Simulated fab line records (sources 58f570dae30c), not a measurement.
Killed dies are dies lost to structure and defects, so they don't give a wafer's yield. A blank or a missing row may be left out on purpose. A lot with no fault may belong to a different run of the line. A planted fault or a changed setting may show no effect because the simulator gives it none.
Check of tool commonality + flow berkeley_cmos170 + Sample size 14 lots and 42 wafers

THE REASON FOR OPENING IT
Of 14 lots, 2 have the reading NLDD_TW flagged at UCB170_NLDD_TW_MEAS_11. Wafers without a fault read 2213, standard deviation 12.
Rule: a lot gets a flag if all its wafers with a number sit over 4 standard deviations from that mean, or if no wafer of it has a number. The other lots count as sound.

| lot  | measured     | on            | NLDD_TW, wafer by wafer | flag    |
|------|--------------|---------------|-------------------------|---------|
| L136 | day 6 16:30  | film_metro-04 | 2226 2211 2221          |         |
| L140 | day 7 09:35  | film_metro-01 | 2220 2219 2215          |         |
| L139 | day 7 11:09  | film_metro-04 | 2221 2234 2234          |         |
| L141 | day 7 13:36  | film_metro-01 | 2210 2210 2220          |         |
| L143 | day 7 13:57  | film_metro-03 | 2217 2215 2212          |         |
| L146 | day 8 11:44  | film_metro-03 | 2243 2240 2247          |         |
| L148 | day 8 19:56  | film_metro-01 | 2203 2192 2198          |         |
| L151 | day 9 04:22  | film_metro-03 | 3133 3130 3144          | FLAGGED |
| L152 | day 9 13:43  | film_metro-04 | 3145 3145 3158          | FLAGGED |
| L155 | day 10 06:38 | film_metro-01 | 2201 2187 2203          |         |
| L156 | day 10 07:11 | film_metro-04 | 2208 2210 2221          |         |
| L158 | day 10 16:26 | film_metro-03 | 2221 2223 2233          |         |
| L157 | day 10 16:33 | film_metro-04 | 2198 2209 2208          |         |
| L159 | day 10 16:44 | film_metro-03 | 2228 2240 2227          |         |
On average the flagged lots' numbers are 3142, which is +930 against the usual, or +77 standard deviations.

EACH LOT AND THE TOOL IT RAN ON
The record holds 3 process steps before the reading, out of a route of 331 steps. Every cell lists first the tool, next ch and the chambers used by the sampled wafers, and last the start.
| lot  | flag    | UCB170_PLDD_STRIP_10                 | UCB170_NLDD_IMPLANT_08          | UCB170_NLDD_STRIP_10                 |
|------|---------|--------------------------------------|---------------------------------|--------------------------------------|
| L136 |         | plasma_asher-04 ch 0,1, day 6 14:27  | implanter-02 ch 0, day 6 16:08  | plasma_asher-02 ch 0,1, day 6 16:25  |
| L140 |         | plasma_asher-03 ch 0,1, day 7 07:02  | implanter-03 ch 0, day 7 09:11  | plasma_asher-04 ch 1, day 7 09:28    |
| L139 |         | plasma_asher-03 ch 0,1, day 7 07:18  | implanter-04 ch 0, day 7 10:46  | plasma_asher-02 ch 0,1, day 7 11:02  |
| L141 |         | plasma_asher-04 ch 1, day 7 11:19    | implanter-04 ch 0, day 7 13:12  | plasma_asher-04 ch 0,1, day 7 13:30  |
| L143 |         | plasma_asher-03 ch 0,1, day 7 11:52  | implanter-03 ch 0, day 7 13:35  | plasma_asher-02 ch 0,1, day 7 13:52  |
| L146 |         | plasma_asher-04 ch 0,1, day 8 09:26  | implanter-03 ch 0, day 8 11:20  | plasma_asher-02 ch 0,1, day 8 11:38  |
| L148 |         | plasma_asher-01 ch 0, day 8 16:50    | implanter-02 ch 0, day 8 19:32  | plasma_asher-03 ch 0,1, day 8 19:50  |
| L151 | FLAGGED | plasma_asher-01 ch 0,1, day 9 01:58  | implanter-04 ch 0, day 9 03:58  | plasma_asher-02 ch 1, day 9 04:16    |
| L152 | FLAGGED | plasma_asher-04 ch 0,1, day 9 11:34  | implanter-04 ch 0, day 9 13:20  | plasma_asher-03 ch 0,1, day 9 13:37  |
| L155 |         | plasma_asher-04 ch 0,1, day 10 04:20 | implanter-02 ch 0, day 10 06:15 | plasma_asher-04 ch 0,1, day 10 06:31 |
| L156 |         | plasma_asher-03 ch 0,1, day 10 04:41 | implanter-03 ch 0, day 10 06:49 | plasma_asher-04 ch 0,1, day 10 07:07 |
| L158 |         | plasma_asher-03 ch 0,1, day 10 12:24 | implanter-03 ch 0, day 10 16:02 | plasma_asher-02 ch 0,1, day 10 16:20 |
| L157 |         | plasma_asher-03 ch 0,1, day 10 13:13 | implanter-02 ch 0, day 10 16:09 | plasma_asher-03 ch 0,1, day 10 16:27 |
| L159 |         | plasma_asher-01 ch 0,1, day 10 12:52 | implanter-03 ch 0, day 10 16:20 | plasma_asher-04 ch 0,1, day 10 16:38 |
What is done by these steps:
- UCB170_PLDD_STRIP_10: strips in O2.
- UCB170_NLDD_IMPLANT_08
- UCB170_NLDD_STRIP_10: strips in O2.
- UCB170_NLDD_TW_MEAS_11

FLAGGED AGAINST TOTAL, ONE TOOL AT A TIME (gauges that did the reading follow at the end)
| step                   | tool            | lots run | flagged | share of the flagged lots | sound lots run after its first flagged lot |
|------------------------|-----------------|----------|---------|---------------------------|--------------------------------------------|
| UCB170_PLDD_STRIP_10   | plasma_asher-01 | 3        | 1       | some                      | 1 (L159)                                   |
| UCB170_PLDD_STRIP_10   | plasma_asher-03 | 6        | 0       | none                      | -                                          |
| UCB170_PLDD_STRIP_10   | plasma_asher-04 | 5        | 1       | some                      | 1 (L155)                                   |
| UCB170_NLDD_IMPLANT_08 | implanter-02    | 4        | 0       | none                      | -                                          |
| UCB170_NLDD_IMPLANT_08 | implanter-03    | 6        | 0       | none                      | -                                          |
| UCB170_NLDD_IMPLANT_08 | implanter-04    | 4        | 2       | all                       | 0                                          |
| UCB170_NLDD_STRIP_10   | plasma_asher-02 | 6        | 1       | some                      | 1 (L158)                                   |
| UCB170_NLDD_STRIP_10   | plasma_asher-03 | 3        | 1       | some                      | 1 (L157)                                   |
| UCB170_NLDD_STRIP_10   | plasma_asher-04 | 5        | 0       | none                      | -                                          |
| UCB170_NLDD_TW_MEAS_11 | film_metro-01   | 4        | 0       | none                      | -                                          |
| UCB170_NLDD_TW_MEAS_11 | film_metro-03   | 5        | 1       | some                      | 2 (L158,L159)                              |
| UCB170_NLDD_TW_MEAS_11 | film_metro-04   | 5        | 1       | some                      | 2 (L156,L157)                              |

THE TABLE: WHAT IT ALLOWS
All flagged lots share 1 row of the table, namely implanter-04 at UCB170_NLDD_IMPLANT_08.
- implanter-04 at UCB170_NLDD_IMPLANT_08: 2 of its 4 lots flagged. Its last sound lot is L141 (day 7 13:12), its first flagged lot L151 (day 9 03:58): a fault that began between those two fits. Its own readings (beam_on_s, dose_ions_cm2, faraday_current_uA) fall more than 4 standard deviations out on all wafers of the flagged lots.
Left over: one tool, implanter-04 at UCB170_NLDD_IMPLANT_08.

WHAT HAD BEEN PUT IN BY THE SIMULATOR
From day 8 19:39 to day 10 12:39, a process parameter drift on implanter-04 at UCB170_NLDD_IMPLANT_08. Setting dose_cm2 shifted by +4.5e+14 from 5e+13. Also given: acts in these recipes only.
Shown lots that were struck: L151, L152. Same finding as the rule above.
